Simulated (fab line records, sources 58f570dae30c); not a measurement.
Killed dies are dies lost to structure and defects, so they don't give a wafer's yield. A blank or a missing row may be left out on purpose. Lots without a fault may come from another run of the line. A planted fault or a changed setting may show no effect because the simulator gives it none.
fab line records | flow berkeley_cmos170
record lots=5 wafers=15 last_day=10
route steps=331 shown PLDD@146 NLDD@158 SPACER@171 PSD@175
lots that met no fault: from a run of the same line without faults
start_h: hours from the record's first day to the start of the lot's first wafer shown | wait_h: hours since the lot's step before | " the same as in the row above | L1.1+2: a row that stands for several wafers | - no value, or no start given | * or withheld: withheld | < > ~ a bound
route shown NAME@n: a module of which the file shows steps, and the number in the route of the first | usual: mean/standard deviation of fault-free wafers | same: alike in all rows | chamber/n: place in a boat | sites: the reading at each site | _std_site: their standard deviation | _edge_site: outer sites' mean less inner sites' | radius_mm: how far each site lies from the wafer's centre | mask NAME#n: copy n | behind: the tool/chamber that last shaped the wafer | hold: why the lot was held/for how many hours/how that ended | device: the transistor (n, p or np) that didn't switch | end of line: the same wafers' tests at the end of the route | a step without rows: its recipe alone | killed: dies lost to structure and defects at the first sort, not the wafer's yield | map: a wafer's dies, x killed, . not, _ none there
set.NAME: the setting as run; set.NAME@STEP: as run at that earlier step | model.NAME: the simulator's own value behind a step, which no gauge read
lots at some steps of the route; a table a step, a row a wafer
services: from which hour (start_h, from the record's first day; less than 0 if before it) a tool's chamber was out of use, for how many hours, and why
## steps
# step UCB170_PLDD_COAT_01
# recipe resist=KrF spin_rpm=1500 resist_thk_nm=900
# columns lot.wafer tool chamber start_h wait_h
L077.2+4+6 litho_track-02 0 137.69 0.1
L081.1+4+6 litho_track-03 0 151.61 0.1
L080.1+3+5 litho_track-02 0 151.78 0.1
L082.2+4+5 litho_track-02 0 171.58 0.1
L087.1+2+3 litho_track-03 0 189.02 0.1
# step UCB170_PLDD_SOFTBAKE_02
# recipe resist=KrF temp_c=130 time_s=60
# usual plate_temp_C=130.00/0.13
# columns lot.wafer tool chamber start_h wait_h plate_temp_C
L077.2 litho_track-02 0 137.84 0.1 130.08
L077.4 " 0 " " 130.12
L077.6 " 0 " " 130.09
L081.1 litho_track-03 0 151.76 0.1 129.82
L081.4 " 0 " " 130.03
L081.6 " 0 " " 129.95
L080.1 litho_track-02 0 151.93 0.1 129.83
L080.3 " 0 " " 129.74
L080.5 " 0 " " 129.85
L082.2 litho_track-02 0 171.73 0.1 130.05
L082.4 " 0 " " 129.83
L082.5 " 0 " " 130.04
L087.1 litho_track-03 0 189.17 0.1 129.95
L087.2 " 0 " " 129.92
L087.3 " 0 " " 129.86
# step UCB170_PLDD_EXPOSE_03
# recipe mask_id=PSELECT na=0.5 sigma_outer=0.6 source_shape=conventional target_cd_nm=1200 dose_mj=30
# usual reticle_temp_C=22.99/0.11
# columns lot.wafer tool chamber start_h wait_h mask reticle_temp_C
L077.2 krf_scanner-01 0 137.99 0.1 PSELECT#0 23.02
L077.4 " 0 " " PSELECT#0 22.98
L077.6 " 0 " " PSELECT#0 23.08
L081.1 krf_scanner-02 0 151.91 0.1 PSELECT#0 22.85
L081.4 " 0 " " PSELECT#0 22.91
L081.6 " 0 " " PSELECT#0 23.01
L080.1 krf_scanner-02 0 152.08 0.1 PSELECT#0 23.09
L080.3 " 0 " " PSELECT#0 23.17
L080.5 " 0 " " PSELECT#0 23.04
L082.2 krf_scanner-02 0 172.25 0.5 PSELECT#0 22.87
L082.4 " 0 " " PSELECT#0 22.88
L082.5 " 0 " " PSELECT#0 22.88
L087.1 krf_scanner-01 0 189.44 0.2 PSELECT#0 23.05
L087.2 " 0 " " PSELECT#0 23.10
L087.3 " 0 " " PSELECT#0 23.07
# step UCB170_PLDD_PEB_04
# recipe peb_temp_c=130 peb_time_s=withheld resist=KrF
# usual plate_temp_C=130.01/0.12
# columns lot.wafer tool chamber start_h wait_h plate_temp_C
L077.2 litho_track-02 0 138.44 0.4 130.19
L077.4 " 0 " " 130.10
L077.6 " 0 " " 130.13
L081.1 litho_track-01 0 152.02 0.1 129.89
L081.4 " 0 " " 130.02
L081.6 " 0 " " 130.11
L080.1 litho_track-02 0 152.20 0.1 129.96
L080.3 " 0 " " 129.97
L080.5 " 0 " " 129.97
L082.2 litho_track-01 0 172.60 0.3 130.11
L082.4 " 0 " " 129.93
L082.5 " 0 " " 129.97
L087.1 litho_track-01 0 189.66 0.2 130.04
L087.2 " 0 " " 130.03
L087.3 " 0 " " 130.17
# step UCB170_PLDD_DEVELOP_05
# recipe developer=TMAH develop_time_s=45 resist=KrF dev_temp_c=21
# usual developer_temp_C=20.99/0.11
# columns lot.wafer tool chamber start_h wait_h developer_temp_C
L077.2 litho_track-02 0 - - 21.03
L077.4 " 0 " " 21.00
L077.6 " 0 " " 20.87
L081.1 litho_track-01 0 - - 20.86
L081.4 " 0 " " 20.89
L081.6 " 0 " " 21.00
L080.1 litho_track-02 0 - - 21.04
L080.3 " 0 " " 20.92
L080.5 " 0 " " 21.07
L082.2 litho_track-01 0 - - 21.04
L082.4 " 0 " " 20.99
L082.5 " 0 " " 20.84
L087.1 litho_track-01 0 - - 20.92
L087.2 " 0 " " 20.93
L087.3 " 0 " " 20.93
# step UCB170_PLDD_CD_MEAS_06
# recipe target_cd_nm=1200
# usual cd_nm=1199.7/1.4
# columns lot.wafer tool chamber start_h wait_h cd_nm
L077.2 cd_sem-01 - 138.71 - 1199.5
L077.4 " - " " 1200.3
L077.6 " - " " 1200.6
L081.1 cd_sem-02 - 152.30 - 1199.6
L081.4 " - " " 1199.4
L081.6 " - " " 1199.8
L080.1 cd_sem-02 - 152.47 - 1199.6
L080.3 " - " " 1198.8
L080.5 " - " " 1200.2
L082.2 cd_sem-02 - 172.87 - 1199.0
L082.4 " - " " 1199.1
L082.5 " - " " 1198.3
L087.1 cd_sem-02 - 189.93 - 1201.0
L087.2 " - " " 1200.6
L087.3 " - " " 1199.7
# step UCB170_PLDD_OVL_MEAS_07
# usual PLDD_OVL=5/5.1
# columns lot.wafer tool chamber start_h wait_h PLDD_OVL[nm]
L077.2 overlay-02 - 138.82 0.1 12
L077.4 " - " " 17
L077.6 " - " " 6
L081.1 overlay-02 - 152.42 0.1 6
L081.4 " - " " 7
L081.6 " - " " 1
L080.1 overlay-01 - 152.59 0.1 0
L080.3 " - " " 2
L080.5 " - " " 1
L082.2 overlay-02 - 172.98 0.1 1
L082.4 " - " " 9
L082.5 " - " " 5
L087.1 overlay-01 - 190.05 0.1 8
L087.2 " - " " 6
L087.3 " - " " 9
# step UCB170_PLDD_IMPLANT_08
# recipe species=BF2 dose_cm2=5e+13 energy_kev=10 tilt_deg=7 rotation_deg=0
# usual tilt_deg=7.004/0.02
# columns lot.wafer tool chamber start_h wait_h tilt_deg
L077.2 implanter-02 0 138.87 0.0 7.021
L077.4 " 0 " " 6.981
L077.6 " 0 " " 6.987
L081.1 implanter-01 0 152.46 0.0 6.988
L081.4 " 0 " " 7.003
L081.6 " 0 " " 6.999
L080.1 implanter-02 0 152.63 0.0 6.970
L080.3 " 0 " " 7.013
L080.5 " 0 " " 6.996
L082.2 implanter-02 0 173.03 0.0 6.975
L082.4 " 0 " " 6.999
L082.5 " 0 " " 7.012
L087.1 implanter-04 0 190.09 0.0 7.023
L087.2 " 0 " " 7.017
L087.3 " 0 " " 7.026
# step UCB170_PLDD_IMPLANT_09
# recipe species=BF2 dose_cm2=5e+13 energy_kev=10 tilt_deg=7 rotation_deg=180
# usual tilt_deg=7.000/0.018
# columns lot.wafer tool chamber start_h wait_h tilt_deg
L077.2 implanter-02 0 139.02 0.1 6.996
L077.4 " 0 " " 6.996
L077.6 " 0 " " 7.007
L081.1 implanter-01 0 152.61 0.1 7.001
L081.4 " 0 " " 7.005
L081.6 " 0 " " 7.001
L080.1 implanter-02 0 152.78 0.1 7.005
L080.3 " 0 " " 7.010
L080.5 " 0 " " 7.002
L082.2 implanter-02 0 173.18 0.1 6.990
L082.4 " 0 " " 7.003
L082.5 " 0 " " 6.998
L087.1 implanter-04 0 190.24 0.1 7.028
L087.2 " 0 " " 6.962
L087.3 " 0 " " 6.987
# step UCB170_PLDD_STRIP_10
# recipe chemistry=O2 power_w=400 pressure_mtorr=3500 platen_temp_c=withheld o2_flow_sccm=400 overash_fraction=0.5
# usual drypump_motor_current_A=5.69/0.25 o2_flow_sccm=400.2/1.3 oes_product_au=0.734/0.0046 strip_time_to_endpoint_s=21.65/0.096
# columns lot.wafer tool chamber start_h wait_h drypump_motor_current_A o2_flow_sccm oes_product_au rf_hours_counter_h strip_time_to_endpoint_s
L077.2 plasma_asher-04 1 139.15 0.1 6.13 400.7 0.740 35 21.79
L077.4 " 0 " " 5.88 399.6 0.737 - 21.76
L077.6 " 0 " " 5.86 399.7 0.741 - 21.85
L081.1 plasma_asher-01 0 152.76 0.1 5.56 399.6 0.731 45 21.69
L081.4 " 0 " " 5.57 399.6 0.733 - 21.71
L081.6 " 1 " " 5.46 401.0 0.732 - 21.65
L080.1 plasma_asher-04 0 152.93 0.1 5.89 401.1 0.725 36 21.81
L080.3 " 1 " " 6.07 400.1 0.738 - 21.82
L080.5 " 1 " " 6.08 397.3 0.742 - 21.76
L082.2 plasma_asher-02 1 173.31 0.1 5.82 400.4 0.737 7 21.72
L082.4 " 0 " " 5.38 399.7 0.741 - 21.71
L082.5 " 1 " " 5.81 397.7 0.732 - 21.73
L087.1 plasma_asher-01 0 190.39 0.1 5.57 399.1 0.729 51 21.56
L087.2 " 1 " " 5.45 398.8 0.736 51 21.65
L087.3 " 1 " " 5.45 399.1 0.735 - 21.51
# step UCB170_PLDD_TW_MEAS_11
# usual PLDD_TW=1015/5.9
# columns lot.wafer tool chamber start_h wait_h PLDD_TW
L077.2 film_metro-02 - 139.26 0.1 1014
L077.4 " - " " 1018
L077.6 " - " " 1014
L081.1 film_metro-02 - 152.86 0.1 1016
L081.4 " - " " 1009
L081.6 " - " " 1015
L080.1 film_metro-04 - 153.03 0.1 1019
L080.3 " - " " 1023
L080.5 " - " " 1020
L082.2 film_metro-04 - 173.42 0.1 1025
L082.4 " - " " 1014
L082.5 " - " " 1016
L087.1 film_metro-02 - 190.49 0.1 1024
L087.2 " - " " 1014
L087.3 " - " " 1019
# step UCB170_PLDD_CLEAN_12
# recipe chemistry=SPM temp_c=120 time_s=600
# columns lot.wafer tool chamber start_h wait_h
L077.2+4+6 wet_bench-03 1 139.34 0.1
L081.1+4+6 wet_bench-03 2 152.92 0.1
L080.1+3+5 wet_bench-03 1 153.09 0.1
L082.2+4+5 wet_bench-03 3 173.47 0.0
L087.1+2+3 wet_bench-03 2 190.55 0.1
# step UCB170_NLDD_HMDS_00
# recipe prime_time_s=60 prime_temp_c=100
# columns lot.wafer tool chamber start_h wait_h
L077.2+4+6 litho_track-02 0 139.71 0.2
L081.1+4+6 litho_track-02 0 153.09 0.0
L080.1+3+5 litho_track-04 0 153.41 0.1
L082.2+4+5 litho_track-02 0 173.74 0.1
L087.1+2+3 litho_track-02 0 190.78 0.1
# step UCB170_NLDD_COAT_01
# recipe resist=KrF spin_rpm=1500 resist_thk_nm=900
# columns lot.wafer tool chamber start_h wait_h
L077.2+4+6 litho_track-02 0 139.86 0.1
L081.1+4+6 litho_track-02 0 153.24 0.1
L080.1+3+5 litho_track-04 0 153.56 0.1
L082.2+4+5 litho_track-02 0 173.89 0.1
L087.1+2+3 litho_track-02 0 190.93 0.1
# step UCB170_NLDD_SOFTBAKE_02
# recipe resist=KrF temp_c=130 time_s=60
# usual plate_temp_C=129.98/0.13
# columns lot.wafer tool chamber start_h wait_h plate_temp_C
L077.2 litho_track-02 0 140.01 0.1 129.94
L077.4 " 0 " " 130.00
L077.6 " 0 " " 130.25
L081.1 litho_track-02 0 153.39 0.1 129.83
L081.4 " 0 " " 129.99
L081.6 " 0 " " 130.01
L080.1 litho_track-04 0 153.71 0.1 129.74
L080.3 " 0 " " 130.02
L080.5 " 0 " " 129.88
L082.2 litho_track-02 0 174.04 0.1 129.94
L082.4 " 0 " " 130.15
L082.5 " 0 " " 129.91
L087.1 litho_track-02 0 191.08 0.1 130.22
L087.2 " 0 " " 130.16
L087.3 " 0 " " 130.06
# step UCB170_NLDD_EXPOSE_03
# recipe mask_id=NSELECT na=0.5 sigma_outer=0.6 source_shape=conventional target_cd_nm=1200 dose_mj=30
# usual reticle_temp_C=23.00/0.1
# columns lot.wafer tool chamber start_h wait_h mask reticle_temp_C
L077.2 krf_scanner-02 0 140.33 0.3 NSELECT#0 23.20
L077.4 " 0 " " NSELECT#0 23.06
L077.6 " 0 " " NSELECT#0 23.22
L081.1 krf_scanner-02 0 153.54 0.1 NSELECT#0 23.01
L081.4 " 0 " " NSELECT#0 23.05
L081.6 " 0 " " NSELECT#0 22.96
L080.1 krf_scanner-02 0 153.86 0.1 NSELECT#0 22.84
L080.3 " 0 " " NSELECT#0 22.98
L080.5 " 0 " " NSELECT#0 22.91
L082.2 krf_scanner-02 0 174.18 0.1 NSELECT#0 22.87
L082.4 " 0 " " NSELECT#0 23.04
L082.5 " 0 " " NSELECT#0 23.04
L087.1 krf_scanner-02 0 191.23 0.1 NSELECT#0 23.18
L087.2 " 0 " " NSELECT#0 23.07
L087.3 " 0 " " NSELECT#0 23.02
# step UCB170_NLDD_PEB_04
# recipe peb_temp_c=130 peb_time_s=withheld resist=KrF
# usual plate_temp_C=130.00/0.14
# columns lot.wafer tool chamber start_h wait_h plate_temp_C
L077.2 litho_track-04 0 140.61 0.3 129.92
L077.4 " 0 " " 130.02
L077.6 " 0 " " 130.10
L081.1 litho_track-03 0 153.66 0.1 129.61
L081.4 " 0 " " 129.86
L081.6 " 0 " " 129.79
L080.1 litho_track-03 0 154.21 0.3 130.11
L080.3 " 0 " " 129.84
L080.5 " 0 " " 130.23
L082.2 litho_track-03 0 174.48 0.3 129.83
L082.4 " 0 " " 129.92
L082.5 " 0 " " 129.87
L087.1 litho_track-04 0 191.56 0.3 129.86
L087.2 " 0 " " 129.99
L087.3 " 0 " " 129.85
# step UCB170_NLDD_DEVELOP_05
# recipe developer=TMAH develop_time_s=45 resist=KrF dev_temp_c=21
# usual developer_temp_C=20.99/0.11
# columns lot.wafer tool chamber start_h wait_h developer_temp_C
L077.2 litho_track-04 0 - - 21.03
L077.4 " 0 " " 21.22
L077.6 " 0 " " 20.86
L081.1 litho_track-03 0 - - 21.07
L081.4 " 0 " " 20.97
L081.6 " 0 " " 20.94
L080.1 litho_track-03 0 - - 21.17
L080.3 " 0 " " 21.01
L080.5 " 0 " " 21.01
L082.2 litho_track-03 0 - - 20.91
L082.4 " 0 " " 20.92
L082.5 " 0 " " 20.86
L087.1 litho_track-04 0 - - 20.77
L087.2 " 0 " " 20.91
L087.3 " 0 " " 20.80
# step UCB170_NLDD_CD_MEAS_06
# recipe target_cd_nm=1200
# usual cd_nm=1199.5/1.6
# columns lot.wafer tool chamber start_h wait_h cd_nm
L077.2 cd_sem-01 - 140.88 - 1197.4
L077.4 " - " " 1197.4
L077.6 " - " " 1196.0
L081.1 cd_sem-01 - 153.93 - 1198.4
L081.4 " - " " 1199.2
L081.6 " - " " 1198.8
L080.1 cd_sem-02 - 154.48 - 1199.2
L080.3 " - " " 1198.5
L080.5 " - " " 1200.9
L082.2 cd_sem-02 - 174.75 - 1199.4
L082.4 " - " " 1200.2
L082.5 " - " " 1200.5
L087.1 cd_sem-01 - 191.84 - 1199.7
L087.2 " - " " 1197.4
L087.3 " - " " 1198.2
# step UCB170_NLDD_OVL_MEAS_07
# usual NLDD_OVL=-1/5.2
# columns lot.wafer tool chamber start_h wait_h NLDD_OVL[nm]
L077.2 overlay-01 - 140.98 0.1 1
L077.4 " - " " -1
L077.6 " - " " 0
L081.1 overlay-02 - 154.05 0.1 -5
L081.4 " - " " 2
L081.6 " - " " -5
L080.1 overlay-01 - 154.60 0.1 -1
L080.3 " - " " -6
L080.5 " - " " -2
L082.2 overlay-01 - 174.86 0.1 4
L082.4 " - " " 9
L082.5 " - " " 2
L087.1 overlay-01 - 191.96 0.1 1
L087.2 " - " " 0
L087.3 " - " " 0
# step UCB170_NLDD_IMPLANT_08
# recipe species=As dose_cm2=5e+13 energy_kev=30 tilt_deg=7 rotation_deg=0
# usual tilt_deg=7.001/0.019
# columns lot.wafer tool chamber start_h wait_h tilt_deg
L077.2 implanter-04 0 141.04 0.0 7.023
L077.4 " 0 " " 6.973
L077.6 " 0 " " 7.003
L081.1 implanter-04 0 154.09 0.0 6.994
L081.4 " 0 " " 7.024
L081.6 " 0 " " 7.011
L080.1 implanter-02 0 154.64 0.0 6.989
L080.3 " 0 " " 6.982
L080.5 " 0 " " 6.986
L082.2 implanter-04 0 174.91 0.0 6.982
L082.4 " 0 " " 7.008
L082.5 " 0 " " 7.006
L087.1 implanter-03 0 191.99 0.0 6.999
L087.2 " 0 " " 6.980
L087.3 " 0 " " 6.993
# step UCB170_NLDD_IMPLANT_09
# recipe species=As dose_cm2=5e+13 energy_kev=30 tilt_deg=7 rotation_deg=180
# usual tilt_deg=7.001/0.021
# columns lot.wafer tool chamber start_h wait_h tilt_deg
L077.2 implanter-04 0 141.19 0.1 7.014
L077.4 " 0 " " 7.007
L077.6 " 0 " " 7.017
L081.1 implanter-04 0 154.24 0.1 7.030
L081.4 " 0 " " 7.048
L081.6 " 0 " " 7.015
L080.1 implanter-02 0 154.79 0.1 6.975
L080.3 " 0 " " 6.980
L080.5 " 0 " " 6.979
L082.2 implanter-04 0 175.06 0.1 7.015
L082.4 " 0 " " 7.024
L082.5 " 0 " " 6.995
L087.1 implanter-03 0 192.14 0.1 7.028
L087.2 " 0 " " 7.020
L087.3 " 0 " " 7.008
# step UCB170_NLDD_STRIP_10
# recipe chemistry=O2 power_w=400 pressure_mtorr=3500 platen_temp_c=withheld o2_flow_sccm=400 overash_fraction=0.5
# usual drypump_motor_current_A=5.78/0.23 o2_flow_sccm=399.7/1.2 oes_product_au=0.735/0.0042 strip_time_to_endpoint_s=21.67/0.069
# columns lot.wafer tool chamber start_h wait_h drypump_motor_current_A o2_flow_sccm oes_product_au rf_hours_counter_h strip_time_to_endpoint_s
L077.2 plasma_asher-04 1 141.31 0.1 6.14 401.9 0.735 35 21.74
L077.4 " 0 " " 5.88 398.3 0.730 - 21.76
L077.6 " 1 " " 6.07 401.5 0.737 - 21.74
L081.1 plasma_asher-02 1 154.39 0.1 5.79 399.6 0.732 4 21.62
L081.4 " 1 " " 5.85 397.3 0.745 - 21.65
L081.6 " 1 " " 5.84 397.8 0.732 - 21.69
L080.1 plasma_asher-04 1 154.94 0.1 6.13 402.1 0.734 36 21.68
L080.3 " 0 " " 5.87 399.5 0.732 - 21.77
L080.5 " 0 " " 5.84 398.4 0.734 - 21.69
L082.2 plasma_asher-02 0 175.19 0.1 5.38 401.1 0.736 8 21.64
L082.4 " 1 " " 5.83 401.6 0.730 - 21.67
L082.5 " 0 " " 5.37 400.3 0.742 - 21.71
L087.1 plasma_asher-03 1 192.29 0.1 5.64 399.7 0.733 47 21.71
L087.2 " 0 " " 5.90 400.0 0.732 47 21.73
L087.3 " 0 " " 5.92 399.9 0.730 - 21.70
# step UCB170_NLDD_TW_MEAS_11
# usual NLDD_TW=2228/15
# columns lot.wafer tool chamber start_h wait_h NLDD_TW
L077.2 film_metro-02 - 141.43 0.1 2239
L077.4 " - " " 2227
L077.6 " - " " 2225
L081.1 film_metro-03 - 154.49 0.1 2195
L081.4 " - " " 2221
L081.6 " - " " 2211
L080.1 film_metro-04 - 155.04 0.1 2243
L080.3 " - " " 2256
L080.5 " - " " 2249
L082.2 film_metro-03 - 175.30 0.1 2240
L082.4 " - " " 2203
L082.5 " - " " 2222
L087.1 film_metro-02 - 192.39 0.1 2248
L087.2 " - " " 2255
L087.3 " - " " 2247
# step UCB170_NLDD_CLEAN_12
# recipe chemistry=SPM temp_c=120 time_s=600
# columns lot.wafer tool chamber start_h wait_h
L077.2+4+6 wet_bench-03 3 141.49 0.1
L081.1+4+6 wet_bench-03 0 154.55 0.1
L080.1+3+5 wet_bench-03 0 155.10 0.1
L082.2+4+5 wet_bench-03 1 175.35 0.0
L087.1+2+3 wet_bench-03 2 192.56 0.2
# step UCB170_SPACER_CVD_00
# recipe material=SiO2 target_thk_nm=376 temp_c=390 precursor=TEOS/O2 time_s=47 rf_w=550 pressure_mtorr=9000
# usual heater_power_w=247/40
# columns lot.wafer tool chamber start_h wait_h heater_power_w
L077.2 pecvd-01 0 141.66 0.0 300
L077.4 " 0 " " 305
L077.6 " 2 " " 231
L081.1 pecvd-04 2 154.72 0.0 264
L081.4 " 2 " " 270
L081.6 " 0 " " 249
L080.1 pecvd-01 1 155.27 0.0 255
L080.3 " 2 " " 268
L080.5 " 2 " " 272
L082.2 pecvd-01 2 175.54 0.0 204
L082.4 " 2 " " 221
L082.5 " 1 " " 251
L087.1 pecvd-01 1 192.73 0.0 294
L087.2 " 2 " " 262
L087.3 " 0 " " 293
# step UCB170_SPACER_THK_MEAS_01
# recipe reads=SiO2_of_SPACER_CVD_00
# usual SPACER_TEOS_THK=375/5.8
# columns lot.wafer tool chamber start_h wait_h SPACER_TEOS_THK[nm]
L077.2 film_metro-03 - 141.71 0.0 366
L077.4 " - " " 371
L077.6 " - " " 371
L081.1 film_metro-03 - 154.77 0.0 369
L081.4 " - " " 376
L081.6 " - " " 384
L080.1 film_metro-01 - 155.32 0.0 371
L080.3 " - " " 367
L080.5 " - " " 374
L082.2 film_metro-04 - 175.59 0.0 372
L082.4 " - " " 376
L082.5 " - " " 384
L087.1 film_metro-01 - 192.78 0.0 371
L087.2 " - " " 362
L087.3 " - " " 371
# step UCB170_SPACER_ANNEAL_02
# recipe temp_c=900 time_s=1800 ambient=N2
# usual zone_power_centre_pct=43.9/1.8
# columns lot.wafer tool chamber start_h wait_h zone_power_centre_pct
L077.2 furnace-01 0 144.44 2.7 43.7
L077.4 " 0 " " 44.1
L077.6 " 0 " " 43.7
L080.1 furnace-04 0 160.44 5.1 41.6
L080.3 " 0 " " 41.8
L080.5 " 0 " " 41.2
L081.1 furnace-04 0 160.44 5.7 41.0
L081.4 " 0 " " 41.4
L081.6 " 0 " " 41.7
L082.2 furnace-01 0 179.13 3.5 44.5
L082.4 " 0 " " 44.6
L082.5 " 0 " " 43.8
L087.1 furnace-02 0 195.11 2.3 45.6
L087.2 " 0 " " 44.6
L087.3 " 0 " " 46.0
# step UCB170_SPACER_ETCHBACK_03
# recipe stop_on=Si target=SiO2 chemistry=CHF3/CF4/Ar CHF3_flow_sccm=50 cf4_flow_sccm=10 Ar_flow_sccm=120 pressure_mtorr=200 rf_w=500 target_depth_a=3760 time_s=100
# usual drypump_motor_current_A=5.8/0.49 oes_product_au=0.900/0.021 throttle_valve_pct=6.48/0.095
# columns lot.wafer tool chamber start_h wait_h drypump_motor_current_A oes_product_au rf_hours_counter_h throttle_valve_pct
L077.2 rie_diel-01 1 145.94 0.0 6.2 0.891 151 6.61
L077.4 " 2 " " 5.3 0.900 3 6.34
L077.6 " 2 " " 5.3 0.898 - 6.35
L080.1 rie_diel-01 0 161.94 0.0 5.6 0.922 67 6.45
L080.3 " 1 " " 6.2 0.896 152 6.64
L080.5 " 3 " " 5.7 0.884 - 6.52
L081.1 rie_diel-03 3 161.94 0.0 6.0 0.892 54 6.42
L081.4 " 1 " " 6.0 0.894 145 6.43
L081.6 " 0 " " 5.3 0.933 - 6.48
L082.2 rie_diel-03 1 180.63 0.0 5.9 0.880 145 6.47
L082.4 " 3 " " 6.0 0.915 55 6.44
L082.5 " 2 " " 6.6 0.932 - 6.47
L087.1 rie_diel-03 3 196.61 0.0 6.0 0.898 55 6.44
L087.2 " 0 " " 5.3 0.905 18 6.48
L087.3 " 2 " " 6.6 0.903 38 6.46
# step UCB170_PSD_HMDS_00
# recipe prime_time_s=60 prime_temp_c=100
# columns lot.wafer tool chamber start_h wait_h
L077.2+4+6 litho_track-03 0 146.04 0.1
L080.1+3+5 litho_track-04 0 162.12 0.1
L081.1+4+6 litho_track-01 0 162.20 0.2
L082.2+4+5 litho_track-03 0 180.73 0.1
L087.1+2+3 litho_track-03 0 196.68 0.0
# step UCB170_PSD_COAT_01
# recipe resist=KrF spin_rpm=1500 resist_thk_nm=900
# columns lot.wafer tool chamber start_h wait_h
L077.2+4+6 litho_track-03 0 146.19 0.1
L080.1+3+5 litho_track-04 0 162.27 0.1
L081.1+4+6 litho_track-01 0 162.35 0.1
L082.2+4+5 litho_track-03 0 180.88 0.1
L087.1+2+3 litho_track-03 0 196.83 0.1
# step UCB170_PSD_SOFTBAKE_02
# recipe resist=KrF temp_c=130 time_s=60
# usual plate_temp_C=129.99/0.14
# columns lot.wafer tool chamber start_h wait_h plate_temp_C
L077.2 litho_track-03 0 146.34 0.1 129.93
L077.4 " 0 " " 129.86
L077.6 " 0 " " 129.76
L080.1 litho_track-04 0 162.42 0.1 129.88
L080.3 " 0 " " 129.85
L080.5 " 0 " " 129.99
L081.1 litho_track-01 0 162.50 0.1 130.03
L081.4 " 0 " " 130.06
L081.6 " 0 " " 129.93
L082.2 litho_track-03 0 181.03 0.1 129.90
L082.4 " 0 " " 129.94
L082.5 " 0 " " 129.82
L087.1 litho_track-03 0 196.98 0.1 130.18
L087.2 " 0 " " 130.16
L087.3 " 0 " " 130.10
# step UCB170_PSD_EXPOSE_03
# recipe mask_id=PSELECT_MOD na=0.5 sigma_outer=0.6 source_shape=conventional target_cd_nm=1200 dose_mj=30
# usual reticle_temp_C=23.04/0.11
# columns lot.wafer tool chamber start_h wait_h mask reticle_temp_C
L077.2 krf_scanner-02 0 146.48 0.1 PSELECT_MOD#0 23.05
L077.4 " 0 " " PSELECT_MOD#0 22.98
L077.6 " 0 " " PSELECT_MOD#0 22.96
L080.1 krf_scanner-01 0 162.70 0.2 PSELECT_MOD#0 23.21
L080.3 " 0 " " PSELECT_MOD#0 23.14
L080.5 " 0 " " PSELECT_MOD#0 23.03
L081.1 krf_scanner-01 0 162.81 0.3 PSELECT_MOD#0 22.88
L081.4 " 0 " " PSELECT_MOD#0 22.99
L081.6 " 0 " " PSELECT_MOD#0 23.00
L082.2 krf_scanner-01 0 181.29 0.2 PSELECT_MOD#0 23.12
L082.4 " 0 " " PSELECT_MOD#0 23.08
L082.5 " 0 " " PSELECT_MOD#0 22.90
L087.1 krf_scanner-02 0 197.13 0.1 PSELECT_MOD#0 22.98
L087.2 " 0 " " PSELECT_MOD#0 22.97
L087.3 " 0 " " PSELECT_MOD#0 23.10
# step UCB170_PSD_PEB_04
# recipe peb_temp_c=130 peb_time_s=withheld resist=KrF
# usual plate_temp_C=129.97/0.13
# columns lot.wafer tool chamber start_h wait_h plate_temp_C
L077.2 litho_track-04 0 146.60 0.1 130.08
L077.4 " 0 " " 130.03
L077.6 " 0 " " 130.11
L080.1 litho_track-01 0 162.81 0.1 130.05
L080.3 " 0 " " 129.90
L080.5 " 0 " " 130.05
L081.1 litho_track-01 0 163.09 0.3 129.96
L081.4 " 0 " " 130.08
L081.6 " 0 " " 130.10
L082.2 litho_track-01 0 181.41 0.1 129.91
L082.4 " 0 " " 129.80
L082.5 " 0 " " 129.89
L087.1 litho_track-03 0 197.58 0.4 130.27
L087.2 " 0 " " 130.27
L087.3 " 0 " " 129.97
# step UCB170_PSD_DEVELOP_05
# recipe developer=TMAH develop_time_s=45 resist=KrF dev_temp_c=21
# usual developer_temp_C=21.00/0.1
# columns lot.wafer tool chamber start_h wait_h developer_temp_C
L077.2 litho_track-04 0 - - 21.18
L077.4 " 0 " " 20.94
L077.6 " 0 " " 21.09
L080.1 litho_track-01 0 - - 20.81
L080.3 " 0 " " 20.86
L080.5 " 0 " " 20.90
L081.1 litho_track-01 0 - - 21.21
L081.4 " 0 " " 21.05
L081.6 " 0 " " 20.98
L082.2 litho_track-01 0 - - 21.00
L082.4 " 0 " " 20.98
L082.5 " 0 " " 20.99
L087.1 litho_track-03 0 - - 20.79
L087.2 " 0 " " 21.06
L087.3 " 0 " " 20.98
# step UCB170_PSD_CD_MEAS_06
# recipe target_cd_nm=1200
# usual cd_nm=1199.5/1.8
# columns lot.wafer tool chamber start_h wait_h cd_nm
L077.2 cd_sem-01 - 146.87 - 1197.9
L077.4 " - " " 1198.3
L077.6 " - " " 1198.0
L080.1 cd_sem-02 - 163.09 - 1199.7
L080.3 " - " " 1200.2
L080.5 " - " " 1199.2
L081.1 cd_sem-02 - 163.36 - 1200.2
L081.4 " - " " 1198.0
L081.6 " - " " 1199.1
L082.2 cd_sem-02 - 181.68 - 1196.9
L082.4 " - " " 1196.9
L082.5 " - " " 1198.3
L087.1 cd_sem-01 - 197.86 - 1201.6
L087.2 " - " " 1201.3
L087.3 " - " " 1202.2
# step UCB170_PSD_OVL_MEAS_07
# usual PSD_OVL=1/5
# columns lot.wafer tool chamber start_h wait_h PSD_OVL[nm]
L077.2 overlay-02 - 146.98 0.1 -5
L077.4 " - " " 0
L077.6 " - " " 5
L080.1 overlay-01 - 163.21 0.1 5
L080.3 " - " " 4
L080.5 " - " " 4
L081.1 overlay-01 - 163.48 0.1 1
L081.4 " - " " -10
L081.6 " - " " 4
L082.2 overlay-01 - 181.79 0.1 -3
L082.4 " - " " -8
L082.5 " - " " -2
L087.1 overlay-02 - 197.99 0.1 6
L087.2 " - " " -1
L087.3 " - " " 8
## services
# columns tool chamber start_h hours kind
furnace-01 - 116.00 3.3 pm
krf_scanner-01 - 117.63 0.8 pm
krf_scanner-02 - 122.56 1.0 pm
krf_scanner-02 - 125.94 1.3 pm
furnace-01 - 127.90 5.4 pm
krf_scanner-02 - 131.76 2.8 repair
krf_scanner-02 - 134.54 4.4 pm
pecvd-04 - 135.50 14.0 pm
rie_diel-03 3 135.89 5.6 repair
krf_scanner-01 - 141.94 8.2 repair
furnace-01 - 145.94 5.9 pm
plasma_asher-02 - 146.21 1.0 repair
litho_track-01 - 149.99 - consumable_replace:filter
krf_scanner-01 - 150.14 1.3 pm
krf_scanner-01 - 152.01 4.4 pm
plasma_asher-03 - 152.96 14.6 pm
krf_scanner-02 - 159.95 0.8 pm
plasma_asher-01 - 165.95 0.4 repair
plasma_asher-04 - 166.36 14.6 pm
implanter-01 - 180.31 6.1 repair
litho_track-03 - 188.40 - consumable_replace:filter
rie_diel-03 - 189.77 4.3 pm
krf_scanner-01 - 191.91 3.6 pm
implanter-02 - 196.59 7.1 repair
## key
fault none
